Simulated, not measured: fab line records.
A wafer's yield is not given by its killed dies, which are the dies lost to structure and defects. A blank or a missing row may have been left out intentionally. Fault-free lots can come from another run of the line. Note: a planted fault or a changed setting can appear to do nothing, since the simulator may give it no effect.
fab line records	flow rit_cmos
record: lots: 7	wafers: 21	last_day: 7
route steps=202 shown PLDD@116 SPACER@125 M1@202
lots untouched by any fault: they come from a run of this same line in which no faults occurred
start_h: the number of hours between the record's first day and the start of the first shown wafer of the lot	wait_h: how many hours have passed since the lot's step before this one	" same as the row above	L1.1+2: a single row standing in for several wafers	- no value present, or no start provided	* or withheld: withheld	< > ~ a bound
route shown NAME@n: a module of which the file shows steps, and the number in the route of the first	usual: mean and standard deviation over wafers with no fault	same: alike in all rows	chamber/n: place in a boat	sites: readings site by site	_std_site: standard deviation across them	_edge_site: mean of outer sites minus mean of inner sites	radius_mm: for every site, how far away it sits from the centre of the wafer	mask NAME#n: copy n	behind: the last tool/chamber to shape the wafer	hold: what put the lot on hold/how long, in hours/how the hold closed	device: names the non-switching transistor (n, p or np)	end of line: the same wafers' tests at the end of the route	a step given without rows: its recipe and nothing more	killed: not the wafer's yield, but the dies lost to structure and defects at the first sort	map: dies across one wafer; x = killed, . = not, _ = none there
set.NAME: setting as actually run; set.NAME@STEP: the setting as run at that earlier step	model.NAME: the simulator's own value behind a step, which no gauge read
lots at selected steps of the route; one table per step, one row per wafer
services: a tool's chamber out of use, with start hour (start_h, from the record's first day; less than 0 if before it), hours out, and reason
== steps ==
step: RIT_PLDD_SOFTBAKE_02
recipe: resist: NOVOLAK	temp_c: 90	time_s: 60
step: RIT_PLDD_EXPOSE_03
recipe: mask_id: M8	na: 0.57	target_cd_nm: 40900	dose_mj: 250
step: RIT_PLDD_PEB_04
recipe: resist: NOVOLAK	temp_c: withheld	time_s: withheld
step: RIT_PLDD_DEVELOP_05
recipe: resist: NOVOLAK	develop_time_s: 50	dev_temp_c: 23
step: RIT_PLDD_OVL_MEAS_06
usual: PLDD_OVL: 0.7/1.3
lot.wafer	tool	chamber	start_h	wait_h	PLDD_OVL[nm]
L913.1	overlay-02	-	51.94	-	0.4
L913.4	"	-	"	"	-0.4
L913.6	"	-	"	"	0.0
L916.2	overlay-01	-	66.02	-	-1.7
L916.4	"	-	"	"	0.5
L916.5	"	-	"	"	0.4
L918.3	overlay-01	-	74.67	-	-0.7
L918.5	"	-	"	"	-1.6
L918.6	"	-	"	"	0.2
L921.1	overlay-02	-	95.16	-	0.1
L921.3	"	-	"	"	0.4
L921.4	"	-	"	"	-0.4
L923.3	overlay-01	-	103.05	-	1.9
L923.4	"	-	"	"	2.4
L923.6	"	-	"	"	2.8
L928.2	overlay-01	-	124.97	-	-0.5
L928.4	"	-	"	"	-0.8
L928.5	"	-	"	"	-1.0
L933.3	overlay-01	-	151.48	-	-0.4
L933.4	"	-	"	"	0.9
L933.6	"	-	"	"	1.5
step: RIT_PLDD_HARDBAKE_07
recipe: resist: NOVOLAK	temp_c: 140	time_s: 60
step: RIT_PLDD_IMPLANT_08
recipe: species: BF2	energy_kev: 20	dose_cm2: 9e+14	tilt_deg: 7
step: RIT_PLDD_STRIP_09
recipe: chemistry: O2	time_s: 180	resist: NOVOLAK	platen_temp_c: withheld	power_w: 500	pressure_mtorr: 4000	o2_flow_sccm: 4000
usual: chamber_pressure_mTorr: 4000/3.8	drypump_motor_current_A: 5.7/0.51
lot.wafer	tool	chamber	start_h	wait_h	chamber_pressure_mTorr	drypump_motor_current_A	rf_hours_counter_h
L913.1	plasma_asher-01	0	52.27	0.1	3997	4.9	27
L913.4	"	0	"	"	4000	4.9	-
L913.6	"	1	"	"	3996	6.6	-
L916.2	plasma_asher-03	1	66.35	0.1	3995	5.2	40
L916.4	"	0	"	"	3996	5.5	-
L916.5	"	1	"	"	4003	5.2	-
L918.3	plasma_asher-01	0	75.05	0.1	4001	4.9	-
L918.5	"	0	"	"	3997	4.9	-
L918.6	"	1	"	"	3996	6.6	-
L921.1	plasma_asher-03	1	95.49	0.1	3999	5.2	42
L921.3	"	0	"	"	3997	5.5	-
L921.4	"	1	"	"	4004	5.2	-
L923.3	plasma_asher-03	0	103.43	0.1	3998	5.5	-
L923.4	"	1	"	"	3997	5.2	-
L923.6	"	1	"	"	4003	5.2	-
L928.2	plasma_asher-01	1	125.37	0.1	4002	6.6	33
L928.4	"	1	"	"	4000	6.6	-
L928.5	"	1	"	"	4004	6.6	-
L933.3	plasma_asher-04	0	151.86	0.1	3999	5.8	-
L933.4	"	1	"	"	4004	6.2	-
L933.6	"	0	"	"	4000	5.8	-
step: RIT_PLDD_TW_MEAS_10
usual: PLDD_TW: 2333/24
lot.wafer	tool	chamber	start_h	wait_h	PLDD_TW
L913.1	film_metro-03	-	52.45	0.1	2310
L913.4	"	-	"	"	2308
L913.6	"	-	"	"	2307
L916.2	film_metro-03	-	66.53	0.1	2309
L916.4	"	-	"	"	2313
L916.5	"	-	"	"	2313
L918.3	film_metro-04	-	75.19	0.1	2376
L918.5	"	-	"	"	2374
L918.6	"	-	"	"	2364
L921.1	film_metro-02	-	95.67	0.1	2352
L921.3	"	-	"	"	2345
L921.4	"	-	"	"	2353
L923.3	film_metro-04	-	103.56	0.1	2348
L923.4	"	-	"	"	2333
L923.6	"	-	"	"	2336
L928.2	film_metro-02	-	125.55	0.1	2364
L928.4	"	-	"	"	2362
L928.5	"	-	"	"	2359
L933.3	film_metro-02	-	152.00	0.1	2344
L933.4	"	-	"	"	2357
L933.6	"	-	"	"	2358
step: RIT_SPACER_CLEAN_00
recipe: chemistry: SC1	mix: 3:3:50	time_s: 600	temp_c: 75
step: RIT_SPACER_CLEAN_01
recipe: chemistry: dHF	dilution: 50:1	time_s: 30
step: RIT_SPACER_CLEAN_02
recipe: chemistry: SC2	mix: 3:3:50	time_s: 600	temp_c: 75	dry: n2_spin
step: RIT_SPACER_CVD_03
recipe: material: Si3N4	target_thk_nm: 250	temp_c: 810	precursor: SiH2Cl2/NH3	time_s: 3300	pressure_mtorr: 300	sih2cl2_flow_sccm: 60	nh3_flow_sccm: 150
usual: zone_power_source_pct: 20.5/1.8
lot.wafer	tool	chamber	start_h	wait_h	zone_power_source_pct
L913.1	lpcvd-01	0	53.53	0.7	18.5
L913.4	"	0	"	"	18.3
L913.6	"	0	"	"	18.4
L916.2	lpcvd-02	1	66.95	0.0	23.1
L916.4	"	1	"	"	23.0
L916.5	"	1	"	"	22.7
L918.3	lpcvd-01	1	75.73	0.0	19.4
L918.5	"	1	"	"	19.2
L918.6	"	1	"	"	19.2
L921.1	lpcvd-02	0	96.11	0.0	22.7
L921.3	"	0	"	"	22.7
L921.4	"	0	"	"	22.8
L921.1	lpcvd-01	0	98.85	0.8	18.4
L921.3	"	0	"	"	18.6
L921.4	"	0	"	"	18.4
L923.3	lpcvd-02	0	103.97	0.0	22.4
L923.4	"	0	"	"	22.3
L923.6	"	0	"	"	22.8
L923.3	lpcvd-02	0	106.05	0.2	22.5
L923.4	"	0	"	"	22.3
L923.6	"	0	"	"	22.4
L928.2	lpcvd-02	0	126.00	0.0	22.4
L928.4	"	0	"	"	22.3
L928.5	"	0	"	"	22.3
L928.2	lpcvd-02	0	129.05	0.2	22.9
L928.4	"	0	"	"	22.6
L928.5	"	0	"	"	22.5
L933.3	lpcvd-01	1	152.44	0.0	19.5
L933.4	"	1	"	"	19.2
L933.6	"	1	"	"	19.4
step: RIT_SPACER_THK_MEAS_04
recipe: reads: Si3N4_of_SPACER_CVD_03
usual: SPACER_NITRIDE_THK: 251.0/2.4
lot.wafer	tool	chamber	start_h	wait_h	SPACER_NITRIDE_THK[nm]
L913.1	film_metro-01	-	55.45	0.0	249.4
L913.4	"	-	"	"	250.3
L913.6	"	-	"	"	249.3
L916.2	film_metro-01	-	68.87	0.0	247.9
L916.4	"	-	"	"	251.4
L916.5	"	-	"	"	251.1
L918.3	film_metro-02	-	77.66	0.0	250.4
L918.5	"	-	"	"	248.7
L918.6	"	-	"	"	249.7
L921.1	film_metro-04	-	100.76	0.0	500.4
L921.3	"	-	"	"	500.6
L921.4	"	-	"	"	503.2
L923.3	film_metro-02	-	107.99	0.0	503.9
L923.4	"	-	"	"	504.7
L923.6	"	-	"	"	501.9
L928.2	film_metro-04	-	131.93	0.0	496.8
L928.4	"	-	"	"	497.4
L928.5	"	-	"	"	500.2
L933.3	film_metro-04	-	154.38	0.0	250.5
L933.4	"	-	"	"	250.2
L933.6	"	-	"	"	252.0
step: RIT_SPACER_ETCHBACK_05
recipe: target_depth_a: 2500	SF6_flow_sccm: 30	CHF3_flow_sccm: 30	target: Si3N4	chemistry: SF6/CHF3	pressure_mtorr: 40	rf_w: 250	time_s: 240	stop_on: SiO2
usual: chamber_pressure_mTorr: 40.00/0.034	drypump_motor_current_A: 5.6/0.58	oes_product_au: 0.846/0.012	throttle_valve_pct: 10.32/0.15
lot.wafer	tool	chamber	start_h	wait_h	chamber_pressure_mTorr	drypump_motor_current_A	oes_product_au	rf_hours_counter_h	throttle_valve_pct	model.Si3N4_of_SPACER_CVD_03.thk_nm	model.etch.depth_nm
L913.1	rie_diel-03	0	55.51	0.1	40.08	6.0	0.831	43	10.36	196.6	249.4
L913.4	"	1	"	"	40.02	5.3	0.848	19	10.48	196.3	250.3
L913.6	"	3	"	"	39.97	6.1	0.843	-	10.06	197.6	249.3
L916.2	rie_diel-04	0	68.92	0.0	40.00	6.5	0.848	6	10.47	193.9	248
L916.4	"	1	"	"	39.99	4.8	0.831	70	10.27	197.4	251.5
L916.5	"	1	"	"	39.99	4.8	0.839	-	10.26	197.1	251.2
L918.3	rie_diel-01	1	77.70	0.0	39.99	5.2	0.844	151	10.22	197.1	250.4
L918.5	"	1	"	"	40.00	5.2	0.831	-	10.21	195.7	248.6
L918.6	"	0	"	"	39.99	4.7	0.849	-	10.50	195.4	249.4
L921.1	rie_diel-04	3	100.82	0.1	39.96	6.5	0.969	122	10.44	393.7	308.8
L921.3	"	1	"	"	40.01	4.8	0.974	71	10.29	393.4	309.2
L921.4	"	0	"	"	40.00	6.6	1.010	7	10.53	392.7	317.6
L923.3	rie_diel-01	3	108.03	0.0	39.99	4.9	1.006	129	10.45	394.7	313.8
L923.4	"	1	"	"	39.99	5.2	0.989	-	10.25	396.7	310.4
L923.6	"	3	"	"	39.98	4.9	1.017	-	10.43	392.4	315.9
L928.2	rie_diel-01	0	131.98	0.0	39.99	4.7	1.006	0	10.55	390.4	309.6
L928.4	"	1	"	"	39.95	5.2	0.987	152	10.26	391.4	308.5
L928.5	"	0	"	"	40.02	4.7	1.007	-	10.57	393.2	309.2
L933.3	rie_diel-03	1	154.42	0.0	39.96	5.3	0.846	21	10.48	196.4	250.2
L933.4	"	3	"	"	39.98	6.1	0.866	-	10.05	198.3	250.1
L933.6	"	1	"	"	39.99	5.3	0.857	-	10.47	198.2	252
step: RIT_M1_PROBE_99
usual: killed_at_contacts: 0.1/0.3	killed_at_front_end: 6.9/2.9	killed_dies: 7.0/2.9	killed_on_rim: 1.8/1.4	killed_open: 3.3/2	killed_short: 3.7/2
same: gross_dies: 264	killed_at_M0_to_M3: 0	killed_at_M4_up: 0	killed_at_back_side: 0	killed_at_other: 0
lot.wafer	tool	chamber	start_h	wait_h	killed_at_contacts	killed_at_front_end	killed_dies	killed_on_rim	killed_open	killed_short
L913.1	prober-02	-	66.79	0.1	0	3	3	1	1	2
L913.4	prober-02	-	66.94	0.2	0	9	9	2	3	6
L913.6	prober-02	-	67.04	0.2	0	5	5	1	3	2
L921.1	prober-02	-	114.31	0.1	0	264	264	70	2	3
L921.3	prober-02	-	114.41	0.2	0	264	264	70	3	1
L921.4	prober-02	-	114.46	0.2	0	264	264	70	6	7
L923.3	prober-01	-	120.33	0.2	0	264	264	70	1	3
L923.4	prober-01	-	120.38	0.2	0	264	264	70	3	5
L923.6	prober-01	-	120.48	0.2	0	264	264	70	3	2
L928.2	prober-02	-	144.72	0.1	0	264	264	70	3	5
L928.4	prober-02	-	144.82	0.2	0	264	264	70	2	4
L928.5	prober-02	-	144.87	0.2	1	263	264	70	1	1
L933.3	prober-02	-	166.04	0.2	0	5	5	1	3	2
L933.4	prober-02	-	166.09	0.2	2	9	11	5	3	8
L933.6	prober-02	-	166.19	0.2	0	7	7	1	1	6
killed by level:class
L913.1 REOX:geometric_particle:open=1 SPACER:geometric_particle:short=1 SILICIDE:geometric_particle:short=1
L913.4 GATE:geometric_particle:short=2 GATE:geometric_particle:open=2 REOX:geometric_particle:short=2 FOX1:geometric_particle:short=1 FOX2:geometric_particle:open=1 SILICIDE:geometric_particle:short=1
L913.6 GATE:geometric_particle:short=2 SPACER:geometric_particle:open=2 GATE:geometric_particle:open=1
L921.1 SPACER:area_etchback=259 GATE:geometric_particle:short=2 FOX2:geometric_particle:short=1 GATE:geometric_particle:open=1 REOX:geometric_particle:open=1
L921.3 SPACER:area_etchback=260 SILICIDE:geometric_particle:open=2 GATE:geometric_particle:open=1 REOX:geometric_particle:short=1
L921.4 SPACER:area_etchback=251 SILICIDE:geometric_particle:short=4 GATE:geometric_particle:open=2 GATE:geometric_particle:short=2 FOX1:geometric_particle:open=1 FOX2:geometric_particle:short=1 REOX:geometric_particle:open=1 SPACER:geometric_particle:open=1
L923.3 SPACER:area_etchback=260 FOX2:geometric_particle:short=3 REOX:geometric_particle:open=1
L923.4 SPACER:area_etchback=256 GATE:geometric_particle:short=3 REOX:geometric_particle:open=2 FOX1:geometric_particle:open=1 FOX2:geometric_particle:short=1 REOX:geometric_particle:short=1
L923.6 SPACER:area_etchback=259 FOX1:geometric_particle:short=1 FOX1:geometric_particle:open=1 GATE:geometric_particle:open=1 GATE:geometric_particle:short=1 REOX:geometric_particle:open=1
L928.2 SPACER:area_etchback=256 GATE:geometric_particle:short=2 FOX1:geometric_particle:open=1 FOX2:geometric_particle:short=1 FOX2:geometric_particle:open=1 GATE:geometric_particle:open=1 SPACER:geometric_particle:short=1 SILICIDE:geometric_particle:short=1
L928.4 SPACER:area_etchback=258 GATE:geometric_particle:short=2 FOX2:geometric_particle:short=1 FOX2:geometric_particle:open=1 SILICIDE:geometric_particle:short=1 SILICIDE:geometric_particle:open=1
L928.5 SPACER:area_etchback=262 FOX2:geometric_particle:short=1 CONTACT:geometric_particle:open=1
L933.3 GATE:geometric_particle:open=3 GATE:geometric_particle:short=1 SPACER:geometric_particle:short=1
L933.4 SPACER:geometric_particle:short=3 GATE:geometric_particle:short=2 GATE:geometric_particle:open=2 CONTACT:geometric_particle:short=2 REOX:geometric_particle:short=1 SPACER:geometric_particle:open=1
L933.6 GATE:geometric_particle:short=4 SPACER:geometric_particle:short=2 SPACER:geometric_particle:open=1
map L921.1 (x killed, . not)
________xxxxxxx_______
_____xxxxxxxxxxxxx____
____xxxxxxxxxxxxxxx___
___xxxxxxxxxxxxxxxxx__
__xxxxxxxxxxxxxxxxxxx_
__xxxxxxxxxxxxxxxxxxx_
_xxxxxxxxxxxxxxxxxxxxx
_xxxxxxxxxxxxxxxxxxxxx
_xxxxxxxxxxxxxxxxxxxxx
_xxxxxxxxxxxxxxxxxxxxx
__xxxxxxxxxxxxxxxxxxx_
__xxxxxxxxxxxxxxxxxxx_
___xxxxxxxxxxxxxxxxx__
____xxxxxxxxxxxxxxx___
_____xxxxxxxxxxxxx____
________xxxxxxx_______
map L923.3 (x killed, . not)
________xxxxxxx_______
_____xxxxxxxxxxxxx____
____xxxxxxxxxxxxxxx___
___xxxxxxxxxxxxxxxxx__
__xxxxxxxxxxxxxxxxxxx_
__xxxxxxxxxxxxxxxxxxx_
_xxxxxxxxxxxxxxxxxxxxx
_xxxxxxxxxxxxxxxxxxxxx
_xxxxxxxxxxxxxxxxxxxxx
_xxxxxxxxxxxxxxxxxxxxx
__xxxxxxxxxxxxxxxxxxx_
__xxxxxxxxxxxxxxxxxxx_
___xxxxxxxxxxxxxxxxx__
____xxxxxxxxxxxxxxx___
_____xxxxxxxxxxxxx____
________xxxxxxx_______
== services ==
tool	chamber	start_h	hours	kind
plasma_asher-01	-	29.87	3.1	repair
plasma_asher-03	-	31.62	2.8	pm
plasma_asher-04	-	43.96	1.8	repair
lpcvd-02	-	49.99	14.6	pm
rie_diel-01	-	57.16	2.8	pm
plasma_asher-01	-	78.99	1.2	repair
rie_diel-03	3	90.54	-	clean
rie_diel-03	3	90.54	23.7	scheduled_down
rie_diel-03	3	90.54	23.7	vent_cycle
rie_diel-03	-	94.00	14.6	pm
rie_diel-01	0	94.53	-	clean
rie_diel-01	0	94.53	21.7	scheduled_down
rie_diel-01	0	94.53	21.7	vent_cycle
plasma_asher-04	-	100.62	2.8	pm
plasma_asher-01	-	101.44	14.6	pm
plasma_asher-04	-	108.75	9.0	pm
plasma_asher-04	0	108.75	9.0	vent_cycle
plasma_asher-04	1	108.75	9.0	vent_cycle
plasma_asher-04	0	117.75	-	clean
plasma_asher-04	-	126.64	2.2	repair
rie_diel-04	3	126.81	10.0	repair
rie_diel-01	3	134.77	19.6	repair
rie_diel-01	2	146.90	9.8	repair
rie_diel-03	2	153.87	3.2	repair
== key ==
first_sign: step: RIT_SPACER_CVD_03	reading: visit	direction: added
effect: step: RIT_SPACER_THK_MEAS_04	reading: SPACER_NITRIDE_THK	direction: up	sigmas: 99+	usual: 251.0	struck: 501.0
effect: step: RIT_SPACER_ETCHBACK_05	reading: oes_product_au	direction: up	sigmas: 13	usual: 0.846	struck: 0.996
effect: step: RIT_M1_PROBE_99	reading: killed_at_front_end	direction: up	sigmas: 89	usual: 6.9	struck: 263.9
model_effect: step: RIT_SPACER_ETCHBACK_05	value: Si3N4_of_SPACER_CVD_03.thk_nm	without: 197.7	struck: 393.2
more_kills_born_at: RIT_SPACER_ETCHBACK_05@rie_diel-01: 1551	RIT_SPACER_ETCHBACK_05@rie_diel-04: 770
met_at RIT_SPACER_CVD_03
struck_wafers L921.1,L921.3,L921.4,L923.3,L923.4,L923.6,L928.2,L928.4,L928.5
later_rows_left_out L921.1,L921.3,L921.4,L923.3,L923.4,L923.6,L928.2,L928.4,L928.5
tester_left_out L921,L923,L928
fault: kind: repeated_step_whole	tool: lpcvd-01,lpcvd-02	chamber: -	onset_h: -	steps: RIT_SPACER_CVD_03	times: 1	scope: struck_lots_only
tester_left_out: of these lots the tester's yield and bins aren't shown, on N5 and GAA mostly nor the transistor test; their killed dies are dies lost to structure and defects alone, not to doping, threshold or leakage, so they don't give the yield
later_rows_left_out: the simulator's readings of these wafers behind a module that went badly wrong aren't trusted and aren't shown, but for the sort
